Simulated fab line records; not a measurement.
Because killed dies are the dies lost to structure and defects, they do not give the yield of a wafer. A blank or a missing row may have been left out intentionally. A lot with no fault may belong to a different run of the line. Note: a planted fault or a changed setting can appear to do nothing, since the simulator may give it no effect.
Problem report in the 8D (eight disciplines) form, filled by code | flow berkeleyCmos170 | the parts of the form that need people (team, actions taken, sign-off) are left out

1. THE PROBLEM
Mean of heaterPowerTotalW at UCB170_ACTIVE_PEB_11: 57.40 W across 6 wafers in 2 lots; on wafers with no fault it is 56.81 W (standard deviation 0.045). That puts it +13 standard deviations away from the usual mean.
Seen first at day 7 12:34 on lithoTrack-04, wafer L716.2. The record holds 42 wafers of 14 lots with a number at this step. Rule for "out", or "out of limits": more than 4 standard deviations from the usual mean. All remaining wafers that have a number are taken as sound.

2. WHAT THIS IS AND IS NOT
question                    | is                     | is not
which readings at this step | heaterPowerTotalW      | -
which lots                  | L716, L717             | L703, L704, L707, L708, L710, L714, L715, L720, L721, L722, L723, L724
which wafers of those lots  | all that have a number | -
read on which tools         | lithoTrack-04          | lithoTrack-01, lithoTrack-02
when                        | from day 7 12:34       | up to then (18 sound wafers); but 18 sound wafers of L715, L720, L721, L722, L723, L724 came after

3. WHAT RULES OUT EACH SUSPECT
Counting: a tool at a process step up to the reading stays a suspect if it ran every lot that is out and no sound lot after the first of them.
- lithoTrack-04 at UCB170_ACTIVE_PEB_11: kept. All lots that are out passed through it, beginning with L716 at day 7 12:34, and no sound lot followed; its final sound lot before that point was L714 at day 7 05:11. Its own heaterPowerTotalW readings are out on those wafers.
After counting, what remains is lithoTrack-04 at UCB170_ACTIVE_PEB_11.

4. THE CAUSE (what the simulator had put in)
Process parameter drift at UCB170_ACTIVE_PEB_11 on lithoTrack-04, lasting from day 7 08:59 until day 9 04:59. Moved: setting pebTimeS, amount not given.
Counting left only this tool.

5. THE EFFECT CHAIN, in route order
Each row: a reading whose mean over the struck wafers that have a number lies more than 3 standard deviations from the usual. Readings are gone through only where the record gives a usual standard deviation; hours: the median, over the lots, of the time from a lot's start at the first step in this table giving one to that lot's start at this step; sigmas: the change measured in usual standard deviations.
hours | step                 | reading           | usual   | on struck wafers | change | sigmas
0     | UCB170_ACTIVE_PEB_11 | heaterPowerTotalW | 56.81 W | 57.40            | +0.59  | +13
Here are the process steps it includes:
- UCB170_ACTIVE_PEB_11
Later measuring or inspecting steps at which every struck wafer that the step has a row for has a number for every such reading, and none has moved that far: UCB170_PLDD_CD_MEAS_06, UCB170_M1_CD_MEAS_09, UCB170_M3_BOW_MEAS_20.

6. WHAT WOULD HAVE CAUGHT IT SOONER
The fault began at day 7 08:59; the first out-of-limits reading in this record came at day 7 12:34, 4 hours later.
